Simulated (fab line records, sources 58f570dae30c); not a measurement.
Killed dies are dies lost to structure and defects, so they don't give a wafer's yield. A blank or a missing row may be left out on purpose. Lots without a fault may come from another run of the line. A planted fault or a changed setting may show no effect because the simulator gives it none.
fab line records | flow berkeley_cmos170
record lots=7 wafers=21 last_day=11
route steps=331 shown NVT@104 PVT@115
lots that met no fault: from a run of the same line without faults
start_h: hours from the record's first day to the start of the lot's first wafer shown | wait_h: hours since the lot's step before | " the same as in the row above | L1.1+2: a row that stands for several wafers | - no value, or no start given | * or withheld: withheld | < > ~ a bound
route shown NAME@n: a module of which the file shows steps, and the number in the route of the first | usual: mean/standard deviation of fault-free wafers | same: alike in all rows | chamber/n: place in a boat | sites: the reading at each site | _std_site: their standard deviation | _edge_site: outer sites' mean less inner sites' | radius_mm: how far each site lies from the wafer's centre | mask NAME#n: copy n | behind: the tool/chamber that last shaped the wafer | hold: why the lot was held/for how many hours/how that ended | device: the transistor (n, p or np) that didn't switch | end of line: the same wafers' tests at the end of the route | a step without rows: its recipe alone | killed: dies lost to structure and defects at the first sort, not the wafer's yield | map: a wafer's dies, x killed, . not, _ none there
set.NAME: the setting as run; set.NAME@STEP: as run at that earlier step | model.NAME: the simulator's own value behind a step, which no gauge read
lots at some steps of the route; a table a step, a row a wafer
services: from which hour (start_h, from the record's first day; less than 0 if before it) a tool's chamber was out of use, for how many hours, and why
## steps
# step UCB170_NVT_HMDS_00
# recipe prime_time_s=60 prime_temp_c=100
# step UCB170_NVT_COAT_01
# recipe resist=KrF spin_rpm=1500 resist_thk_nm=900
# step UCB170_NVT_SOFTBAKE_02
# recipe resist=KrF temp_c=130 time_s=60
# step UCB170_NVT_EXPOSE_03
# recipe mask_id=PWELL target_cd_nm=3000 na=0.5 sigma_outer=0.6 source_shape=conventional dose_mj=30
# step UCB170_NVT_PEB_04
# recipe peb_temp_c=130 peb_time_s=withheld resist=KrF
# step UCB170_NVT_DEVELOP_05
# recipe developer=TMAH develop_time_s=45 resist=KrF dev_temp_c=21
# step UCB170_NVT_OVL_MEAS_06
# usual NVT_OVL=-1/5.7
# columns lot.wafer tool chamber start_h wait_h NVT_OVL[nm]
L396.1 overlay-01 - 121.89 - 6
L396.3 " - " " 1
L396.4 " - " " -1
L398.1 overlay-02 - 132.00 - 1
L398.2 " - " " -1
L398.4 " - " " -3
L402.1 overlay-02 - 161.08 - 7
L402.4 " - " " 5
L402.6 " - " " 2
L406.1 overlay-01 - 173.87 - -8
L406.3 " - " " -7
L406.4 " - " " 0
L405.2 overlay-02 - 173.89 - 9
L405.5 " - " " 3
L405.6 " - " " 10
L413.1 overlay-02 - 212.68 - 10
L413.4 " - " " -1
L413.5 " - " " 2
L417.1 overlay-02 - 216.76 - 6
L417.5 " - " " 7
L417.6 " - " " 5
# step UCB170_NVT_IMPLANT_07
# recipe species=BF2 dose_cm2=3e+12 energy_kev=50 tilt_deg=7
# step UCB170_NVT_STRIP_08
# recipe chemistry=O2 power_w=400 pressure_mtorr=3500 platen_temp_c=withheld o2_flow_sccm=400 overash_fraction=0.5
# usual drypump_motor_current_A=5.7/0.37 oes_product_au=0.734/0.0046 strip_time_to_endpoint_s=21.60/0.061
# columns lot.wafer tool chamber start_h wait_h drypump_motor_current_A oes_product_au rf_hours_counter_h strip_time_to_endpoint_s
L396.1 plasma_asher-02 1 122.08 0.1 5.7 0.735 40 21.61
L396.3 " 1 " " 5.8 0.735 - 21.65
L396.4 " 0 " " 6.1 0.731 - 21.58
L398.1 plasma_asher-04 0 132.19 0.1 5.3 0.739 35 21.62
L398.2 " 1 " " 5.4 0.735 35 21.62
L398.4 " 1 " " 5.4 0.738 - 21.66
L402.1 plasma_asher-01 0 161.27 0.1 6.3 0.740 47 21.61
L402.4 " 0 " " 6.3 0.729 - 21.65
L402.6 " 1 " " 5.8 0.737 - 21.64
L406.1 plasma_asher-04 0 174.05 0.1 5.3 0.734 40 21.61
L406.3 " 1 " " 5.4 0.733 - 21.57
L406.4 " 0 " " 5.3 0.726 - 21.73
L405.2 plasma_asher-01 1 174.09 0.1 5.8 0.739 48 21.60
L405.5 " 0 " " 6.3 0.734 - 21.61
L405.6 " 1 " " 5.8 0.737 - 21.63
L413.1 plasma_asher-01 0 212.87 0.1 6.3 0.728 53 21.53
L413.4 " 1 " " 5.8 0.735 - 21.56
L413.5 " 0 " " 6.3 0.731 - 21.55
L417.1 plasma_asher-04 1 216.94 0.1 5.4 0.738 45 21.58
L417.5 " 0 " " 5.3 0.726 - 21.59
L417.6 " 1 " " 5.4 0.733 - 21.55
# step UCB170_NVT_TW_MEAS_09
# usual NVT_TW=528/4.7
# columns lot.wafer tool chamber start_h wait_h NVT_TW
L396.1 film_metro-01 - 122.18 0.1 534
L396.3 " - " " 532
L396.4 " - " " 537
L398.1 film_metro-03 - 132.29 0.1 524
L398.2 " - " " 522
L398.4 " - " " 524
L402.1 film_metro-03 - 161.37 0.1 524
L402.4 " - " " 524
L402.6 " - " " 524
L406.1 film_metro-03 - 174.15 0.1 522
L406.3 " - " " 522
L406.4 " - " " 523
L405.2 film_metro-02 - 174.20 0.1 527
L405.5 " - " " 528
L405.6 " - " " 526
L413.1 film_metro-03 - 212.97 0.1 524
L413.4 " - " " 526
L413.5 " - " " 522
L417.1 film_metro-03 - 217.04 0.1 525
L417.5 " - " " 526
L417.6 " - " " 525
# step UCB170_NVT_CLEAN_10
# recipe chemistry=SPM temp_c=120 time_s=600
# step UCB170_PVT_HMDS_00
# recipe prime_time_s=60 prime_temp_c=100
# step UCB170_PVT_COAT_01
# recipe resist=KrF spin_rpm=1500 resist_thk_nm=900
# usual chill_plate_temp_C=23.02/0.1 dispense_pressure_kPa=50.3/2.4
# columns lot.wafer tool chamber start_h wait_h chill_plate_temp_C dispense_pressure_kPa
L396.1 litho_track-01 0 122.58 0.1 22.96 53.0
L396.3 " 0 " " 22.98 53.0
L396.4 " 0 " " 23.04 53.0
L398.1 litho_track-01 0 133.58 0.1 23.03 53.0
L398.2 " 0 " " 23.09 53.0
L398.4 " 0 " " 22.92 53.0
L402.1 litho_track-03 - 163.02 0.1 - -
L402.4 " - " " - -
L402.6 " - " " - -
L406.1 litho_track-01 - 174.54 0.1 - -
L406.3 " - " " - -
L406.4 " - " " - -
L405.2 litho_track-02 - 174.60 0.1 - -
L405.5 " - " " - -
L405.6 " - " " - -
L413.1 litho_track-02 0 215.01 0.1 23.11 47.5
L413.4 " 0 " " 23.28 47.5
L413.5 " 0 " " 22.98 47.5
L417.1 litho_track-01 0 218.61 0.1 23.04 53.0
L417.5 " 0 " " 23.06 53.0
L417.6 " 0 " " 23.35 53.0
# step UCB170_PVT_SOFTBAKE_02
# recipe resist=KrF temp_c=130 time_s=60
# step UCB170_PVT_EXPOSE_03
# recipe mask_id=NWELL target_cd_nm=3000 na=0.5 sigma_outer=0.6 source_shape=conventional dose_mj=30
# step UCB170_PVT_PEB_04
# recipe peb_temp_c=130 peb_time_s=withheld resist=KrF
# step UCB170_PVT_DEVELOP_05
# recipe developer=TMAH develop_time_s=45 resist=KrF dev_temp_c=21
# step UCB170_PVT_OVL_MEAS_06
# usual PVT_OVL=1/5.7
# columns lot.wafer tool chamber start_h wait_h PVT_OVL[nm]
L396.1 overlay-02 - 123.40 - 3
L396.3 " - " " 0
L396.4 " - " " -3
L398.1 overlay-02 - 134.31 - 11
L398.2 " - " " 7
L398.4 " - " " 3
L402.1 overlay-02 - 163.88 - -
L402.4 " - " " -
L402.6 " - " " -
L406.1 overlay-02 - 175.23 - -
L406.3 " - " " -
L406.4 " - " " -
L405.2 overlay-02 - 175.48 - -
L405.5 " - " " -
L405.6 " - " " -
L413.1 overlay-02 - 217.19 - -1
L413.4 " - " " -4
L413.5 " - " " 9
L417.1 overlay-02 - 219.51 - 0
L417.5 " - " " -3
L417.6 " - " " -1
# step UCB170_PVT_IMPLANT_07
# recipe species=P dose_cm2=2e+12 energy_kev=30 tilt_deg=7
## services
# columns tool chamber start_h hours kind
plasma_asher-02 - 110.97 6.7 repair
plasma_asher-01 - 114.66 22.8 repair
## key
first_sign step=UCB170_PVT_COAT_01 reading=tool_record direction=missing
effect step=UCB170_PVT_OVL_MEAS_06 reading=PVT_OVL direction=missing
met_at UCB170_PVT_COAT_01
struck_wafers L402.1,L402.4,L402.6,L405.2,L405.5,L405.6,L406.1,L406.3,L406.4
sort_left_out L402.1,L402.4,L402.6,L405.2,L405.5,L405.6,L406.1,L406.3,L406.4
tester_left_out L402,L405,L406
onset_between 133.58 163.02
fault kind=skipped_step_whole tool=litho_track-01,litho_track-02,litho_track-03 chamber=- onset_h=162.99 steps=UCB170_PVT_COAT_01 scope=struck_lots_only
# tester_left_out: of these lots the tester's yield and bins aren't shown, on N5 and GAA mostly nor the transistor test; their killed dies are dies lost to structure and defects alone, not to doping, threshold or leakage, so they don't give the yield
# sort_left_out: the simulated sort isn't trusted on such a fault, so these wafers' sort isn't shown, and their yield isn't known
